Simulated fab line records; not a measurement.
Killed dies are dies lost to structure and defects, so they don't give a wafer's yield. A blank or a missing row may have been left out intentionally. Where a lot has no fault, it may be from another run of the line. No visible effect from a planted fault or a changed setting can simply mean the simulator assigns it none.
fab line records ; flow ritCmos
record: lots: 7; wafers: 21; lastDay: 7
route steps=202 shown NLDD@105 PLDD@114 M1@202
lots untouched by any fault: they come from a run of this same line in which no faults occurred
startH: the number of hours between the record's first day and the start of the first shown wafer of the lot ; waitH: time in hours since the lot's previous step ; " the same as in the row above ; L1.1+2: one row covering several wafers at once ; - no value, or no start given ; * or withheld: withheld ; < > ~ a bound
route shown NAME@n: a module of which the file shows steps, and the number in the route of the first ; usual: mean/standard deviation of fault-free wafers ; same: alike in all rows ; chamber/n: place in a boat ; sites: readings site by site ; _std_site: their standard deviation ; _edge_site: the outer-site mean with the inner-site mean subtracted ; radiusMm: how far each site lies from the wafer's centre ; mask NAME#n: copy n ; behind: the most recent tool/chamber to have shaped the wafer ; hold: reason for holding the lot/hours on hold/outcome of the hold ; device: the n, p or np transistor that did not switch ; end of line: the tests these same wafers got at the end of their route ; for a step that has no rows: nothing shown but its recipe ; killed: dies that structure and defects cost at the first sort, which is not the same as the wafer's yield ; map: the dies of a wafer, with x for killed, . for not killed, _ for no die there
set.NAME: the setting the step ran with; set.NAME@STEP: the setting that earlier step ran with ; model.NAME: the simulator's own value behind a step, which no gauge read
lots at some steps of the route; a table a step, a row a wafer
services: the hour from which a tool's chamber was out of use, counted from the record's first day as startH (under 0 if before that day), plus the number of hours and why
== steps ==
step: RIT_NLDD_SOFTBAKE_02
recipe: resist: NOVOLAK; tempC: 90; timeS: 60
step: RIT_NLDD_EXPOSE_03
recipe: maskId: M7; na: 0.57; targetCdNm: 40700; doseMj: 250
step: RIT_NLDD_PEB_04
recipe: resist: NOVOLAK; tempC: withheld; timeS: withheld
step: RIT_NLDD_DEVELOP_05
recipe: resist: NOVOLAK; developTimeS: 50; devTempC: 23
step: RIT_NLDD_OVL_MEAS_06
usual: NLDD_OVL: -0.8/1.4
lot.wafer;tool;chamber;startH;waitH;NLDD_OVL[nm]
L445.1;overlay-02;-;60.65;-;-2.8
L445.4;overlay-02;-;60.65;-;-3.7
L445.5;overlay-02;-;60.65;-;-3.3
L453.3;overlay-02;-;96.11;-;0.8
L453.4;overlay-02;-;96.11;-;1.6
L453.5;overlay-02;-;96.11;-;1.6
L456.1;overlay-02;-;107.39;-;-1.3
L456.2;overlay-02;-;107.39;-;-3.1
L456.6;overlay-02;-;107.39;-;-2.3
L457.1;overlay-01;-;111.06;-;-0.4
L457.3;overlay-01;-;111.06;-;-0.4
L457.6;overlay-01;-;111.06;-;0.4
L458.3;overlay-01;-;118.82;-;-1.2
L458.4;overlay-01;-;118.82;-;-0.9
L458.6;overlay-01;-;118.82;-;0.4
L465.1;overlay-02;-;150.70;-;-0.8
L465.4;overlay-02;-;150.70;-;-0.7
L465.5;overlay-02;-;150.70;-;0.4
L467.1;overlay-02;-;162.82;-;-0.4
L467.5;overlay-02;-;162.82;-;-1.3
L467.6;overlay-02;-;162.82;-;-0.7
step: RIT_NLDD_HARDBAKE_07
recipe: resist: NOVOLAK; tempC: 140; timeS: 60
step: RIT_NLDD_IMPLANT_08
recipe: species: P; energyKev: 20; doseCm2: 5e+14; tiltDeg: 7
step: RIT_NLDD_STRIP_09
recipe: chemistry: O2; timeS: 180; resist: NOVOLAK; platenTempC: withheld; powerW: 500; pressureMtorr: 4000; o2FlowSccm: 4000
usual: drypumpMotorCurrentA: 5.9/0.39; rfReflPowerW: 5.9/1.6
lot.wafer;tool;chamber;startH;waitH;drypumpMotorCurrentA;rfHoursCounterH;rfReflPowerW
L445.1;plasmaAsher-01;1;60.99;0.1;5.2;27;4.8
L445.4;plasmaAsher-01;0;60.99;0.1;6.2;-;4.8
L445.5;plasmaAsher-01;0;60.99;0.1;6.2;-;4.9
L453.3;plasmaAsher-03;0;96.49;0.1;6.1;-;5.3
L453.4;plasmaAsher-03;1;96.49;0.1;6.4;-;5.3
L453.5;plasmaAsher-03;0;96.49;0.1;6.1;-;5.1
L456.1;plasmaAsher-04;1;107.72;0.1;5.6;41;9.1
L456.2;plasmaAsher-04;0;107.72;0.1;5.9;41;5.3
L456.6;plasmaAsher-04;1;107.72;0.1;5.6;-;9.1
L457.1;plasmaAsher-03;0;111.40;0.1;6.1;48;5.3
L457.3;plasmaAsher-03;1;111.40;0.1;6.4;-;5.3
L457.6;plasmaAsher-03;0;111.40;0.1;6.0;-;5.2
L458.3;plasmaAsher-04;1;119.20;0.1;5.6;-;9.3
L458.4;plasmaAsher-04;0;119.20;0.1;5.9;-;5.5
L458.6;plasmaAsher-04;0;119.20;0.1;5.9;-;5.7
L465.1;plasmaAsher-04;0;151.11;0.1;5.9;46;5.6
L465.4;plasmaAsher-04;1;151.11;0.1;5.6;-;9.2
L465.5;plasmaAsher-04;1;151.11;0.1;5.6;-;9.3
L467.1;plasmaAsher-01;0;163.15;0.1;6.2;39;4.9
L467.5;plasmaAsher-01;1;163.15;0.1;5.2;-;4.7
L467.6;plasmaAsher-01;0;163.15;0.1;6.2;-;4.9
step: RIT_NLDD_TW_MEAS_10
usual: NLDD_TW: 2502/26
lot.wafer;tool;chamber;startH;waitH;NLDD_TW
L445.1;filmMetro-04;-;61.16;0.1;2454
L445.4;filmMetro-04;-;61.16;0.1;2470
L445.5;filmMetro-04;-;61.16;0.1;2464
L453.3;filmMetro-02;-;96.62;0.1;2497
L453.4;filmMetro-02;-;96.62;0.1;2520
L453.5;filmMetro-02;-;96.62;0.1;2522
L456.1;filmMetro-02;-;107.90;0.1;2520
L456.2;filmMetro-02;-;107.90;0.1;2512
L456.6;filmMetro-02;-;107.90;0.1;2523
L457.1;filmMetro-04;-;111.58;0.1;2452
L457.3;filmMetro-04;-;111.58;0.1;2465
L457.6;filmMetro-04;-;111.58;0.1;2442
L458.3;filmMetro-02;-;119.34;0.1;2500
L458.4;filmMetro-02;-;119.34;0.1;2501
L458.6;filmMetro-02;-;119.34;0.1;2512
L465.1;filmMetro-02;-;151.29;0.1;2533
L465.4;filmMetro-02;-;151.29;0.1;2516
L465.5;filmMetro-02;-;151.29;0.1;2519
L467.1;filmMetro-02;-;163.33;0.1;2527
L467.5;filmMetro-02;-;163.33;0.1;2529
L467.6;filmMetro-02;-;163.33;0.1;2527
step: RIT_PLDD_HMDS_00
recipe: primeTimeS: 60; primeTempC: 140
step: RIT_PLDD_COAT_01
recipe: resist: NOVOLAK; spinRpm: 3250; resistThkNm: 1000
step: RIT_PLDD_SOFTBAKE_02
recipe: resist: NOVOLAK; tempC: 90; timeS: 58.53
step: RIT_PLDD_EXPOSE_03
recipe: maskId: M8; na: 0.57; targetCdNm: 40900; doseMj: 250
lot.wafer;tool;chamber;startH;waitH;mask;model.PLDD.overlayXNm
L445.1+4+5;ilineStepper-02;0;61.67;0.1;M8#0;2.119
L453.3+4+5;ilineStepper-02;0;97.15;0.1;M8#0;-0.2114
L456.1+2+6;ilineStepper-02;0;108.41;0.1;M8#0;131.8
L457.1+3+6;ilineStepper-02;0;112.09;0.1;M8#0;131.3
L458.3+4+6;ilineStepper-02;0;119.87;0.1;M8#0;130
L465.1+4+5;ilineStepper-01;0;151.92;0.3;M8#0;0.5635
L467.1+5+6;ilineStepper-01;0;163.96;0.3;M8#0;0.8856
step: RIT_PLDD_PEB_04
recipe: resist: NOVOLAK; tempC: withheld; timeS: withheld
step: RIT_PLDD_DEVELOP_05
recipe: resist: NOVOLAK; developTimeS: 50; devTempC: 23
step: RIT_PLDD_OVL_MEAS_06
usual: PLDD_OVL: 0.8/1.8
lot.wafer;tool;chamber;startH;waitH;hold;PLDD_OVL[nm]
L445.1;overlay-01;-;62.07;-;-;2.0
L445.4;overlay-01;-;62.07;-;-;2.8
L445.5;overlay-01;-;62.07;-;-;2.0
L453.3;overlay-01;-;97.53;-;-;1.4
L453.4;overlay-01;-;97.53;-;-;2.1
L453.5;overlay-01;-;97.53;-;-;0.9
L456.1;overlay-01;-;108.81;-;awaitDispo/0.2h/release;132.0
L456.2;overlay-01;-;108.81;-;awaitDispo/0.2h/release;132.3
L456.6;overlay-01;-;108.81;-;awaitDispo/0.2h/release;131.5
L456.1;overlay-01;-;109.01;0.2;-;130.4
L456.2;overlay-01;-;109.01;0.2;-;130.6
L456.6;overlay-01;-;109.01;0.2;-;130.9
L457.1;overlay-02;-;112.48;-;awaitDispo/0.2h/release;130.9
L457.3;overlay-02;-;112.48;-;awaitDispo/0.2h/release;131.2
L457.6;overlay-02;-;112.48;-;awaitDispo/0.2h/release;131.9
L457.1;overlay-02;-;112.69;0.2;-;129.6
L457.3;overlay-02;-;112.69;0.2;-;129.8
L457.6;overlay-02;-;112.69;0.2;-;130.6
L458.3;overlay-01;-;120.25;-;awaitDispo/0.2h/release;130.9
L458.4;overlay-01;-;120.25;-;awaitDispo/0.2h/release;131.9
L458.6;overlay-01;-;120.25;-;awaitDispo/0.2h/release;131.2
L458.3;overlay-01;-;120.45;0.2;-;129.5
L458.4;overlay-01;-;120.45;0.2;-;130.5
L458.6;overlay-01;-;120.45;0.2;-;130.2
L465.1;overlay-01;-;152.32;-;-;0.0
L465.4;overlay-01;-;152.32;-;-;1.5
L465.5;overlay-01;-;152.32;-;-;-0.7
L467.1;overlay-02;-;164.36;-;-;0.1
L467.5;overlay-02;-;164.36;-;-;0.6
L467.6;overlay-02;-;164.36;-;-;0.6
step: RIT_M1_PROBE_99
usual: defectLimitedYield: 97.4/1.2; killedAtContacts: 0.1/0.24; killedAtFrontEnd: 7/3.2; killedDies: 7/3.2; killedOpen: 3.4/2; killedShort: 3.5/2.2; sort_bin_3_pad_short: 0.1/0.21; sort_bin_5_function: 1.6/0.79; sort_bin_6_memory: 0.9/0.72; sortNPass: 257/3.2; sortYieldPct: 97.4/1.2
same: grossDies: 264; killed_at_M0_to_M3: 0; killed_at_M4_up: 0; killedAtBackSide: 0; killedAtOther: 0
lot.wafer;tool;chamber;startH;waitH;defectLimitedYield[%];killedAtContacts;killedAtFrontEnd;killedDies;killedOpen;killedShort;sort_bin_3_pad_short[%];sort_bin_5_function[%];sort_bin_6_memory[%];sortNPass;sortYieldPct[%]
L445.1;prober-02;-;77.81;0.1;96.6;0;9;9;5;4;0;0.4;3.0;255;96.6
L445.4;prober-02;-;77.96;0.2;98.5;1;3;4;3;1;0;0.4;1.1;260;98.5
L445.5;prober-02;-;78.01;0.2;96.2;0;10;10;5;5;0;1.9;1.9;254;96.2
L453.3;prober-01;-;111.84;0.2;96.6;0;9;9;3;6;0.4;1.5;1.5;255;96.6
L453.4;prober-01;-;111.89;0.2;95.8;0;11;11;3;8;0.4;1.9;1.9;253;95.8
L453.5;prober-01;-;111.94;0.2;97.3;0;7;7;2;5;0.4;1.5;0.8;257;97.3
L465.1;prober-01;-;167.21;0.1;95.8;0;11;11;5;6;0;1.9;2.3;253;95.8
L465.4;prober-01;-;167.36;0.2;97.3;0;7;7;3;4;0;1.5;1.1;257;97.3
L465.5;prober-01;-;167.41;0.2;97.7;0;6;6;4;2;0;1.9;0.4;258;97.7
L467.1;prober-01;-;179.50;0.1;98.1;0;5;5;1;4;0;0.8;1.1;259;98.1
L467.5;prober-01;-;179.70;0.2;97.7;0;6;6;6;0;0;1.1;1.1;258;97.7
L467.6;prober-01;-;179.75;0.2;99.2;0;2;2;1;1;0;0.8;0;262;99.2
killed by level:class
L445.1 SILICIDE:geometricParticle:open=2 FOX1:geometricParticle:open=1 FOX2:geometricParticle:short=1 GATE:geometricParticle:open=1 GATE:geometricParticle:short=1 REOX:geometricParticle:open=1 SPACER:geometricParticle:short=1 SILICIDE:geometricParticle:short=1
L445.4 FOX2:geometricParticle:open=1 REOX:geometricParticle:open=1 SILICIDE:geometricParticle:open=1 CONTACT:geometricParticle:short=1
L445.5 FOX1:geometricParticle:short=2 GATE:geometricParticle:open=2 REOX:geometricParticle:open=2 SPACER:geometricParticle:short=2 FOX1:geometricParticle:open=1 SILICIDE:geometricParticle:short=1
L453.3 GATE:geometricParticle:short=4 GATE:geometricParticle:open=2 FOX1:geometricParticle:short=1 REOX:geometricParticle:short=1 REOX:geometricParticle:open=1
L453.4 GATE:geometricParticle:short=6 GATE:geometricParticle:open=2 ACTIVE:geometricParticle:open=1 FOX1:geometricParticle:short=1 SILICIDE:geometricParticle:short=1
L453.5 GATE:geometricParticle:short=2 GATE:geometricParticle:open=2 SILICIDE:geometricParticle:short=2 REOX:geometricParticle:short=1
L465.1 SPACER:geometricParticle:short=3 FOX2:geometricParticle:short=2 GATE:geometricParticle:open=2 FOX1:geometricParticle:open=1 FOX2:geometricParticle:open=1 GATE:geometricParticle:short=1 SPACER:geometricParticle:open=1
L465.4 REOX:geometricParticle:open=2 SPACER:geometricParticle:short=2 FOX2:geometricParticle:open=1 GATE:geometricParticle:short=1 REOX:geometricParticle:short=1
L465.5 GATE:geometricParticle:open=4 REOX:geometricParticle:short=2
L467.1 FOX1:geometricParticle:open=1 FOX2:geometricParticle:short=1 GATE:geometricParticle:short=1 SPACER:geometricParticle:short=1 SILICIDE:geometricParticle:short=1
L467.5 SPACER:geometricParticle:open=2 FOX1:geometricParticle:open=1 FOX2:geometricParticle:open=1 GATE:geometricParticle:open=1 REOX:geometricParticle:open=1
L467.6 GATE:geometricParticle:open=1 GATE:geometricParticle:short=1
== services ==
tool;chamber;startH;hours;kind
plasmaAsher-04;-;46.63;28.1;pm
ilineStepper-01;-;58.23;2.1;pm
ilineStepper-01;-;60.32;-;consumableReplace:lamp
plasmaAsher-04;-;86.48;2.8;pm
ilineStepper-01;-;105.38;7.3;repair
plasmaAsher-01;-;114.96;0.6;repair
ilineStepper-02;-;116.02;1.0;repair
plasmaAsher-03;-;121.60;2.2;repair
== key ==
firstSign: step: RIT_PLDD_OVL_MEAS_06; reading: visit; direction: added
effect: step: RIT_PLDD_OVL_MEAS_06; reading: PLDD_OVL; direction: up; sigmas: 72; usual: 0.8; struck: 131.5
modelEffect: step: RIT_PLDD_EXPOSE_03; value: PLDD.overlayXNm; without: 1.046; struck: 131
metAt RIT_PLDD_EXPOSE_03
struckWafers L456.1,L456.2,L456.6,L457.1,L457.3,L457.6,L458.3,L458.4,L458.6
scrappedBehind RIT_PLDD_OVL_MEAS_06 L456.1,L456.2,L456.6,L457.1,L457.3,L457.6,L458.3,L458.4,L458.6
onsetBetween 97.15 108.41
fault: kind: scannerMatchingOverlay; tool: ilineStepper-02; chamber: -; onsetH: 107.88; steps: RIT_PLDD_EXPOSE_03; offset: 130
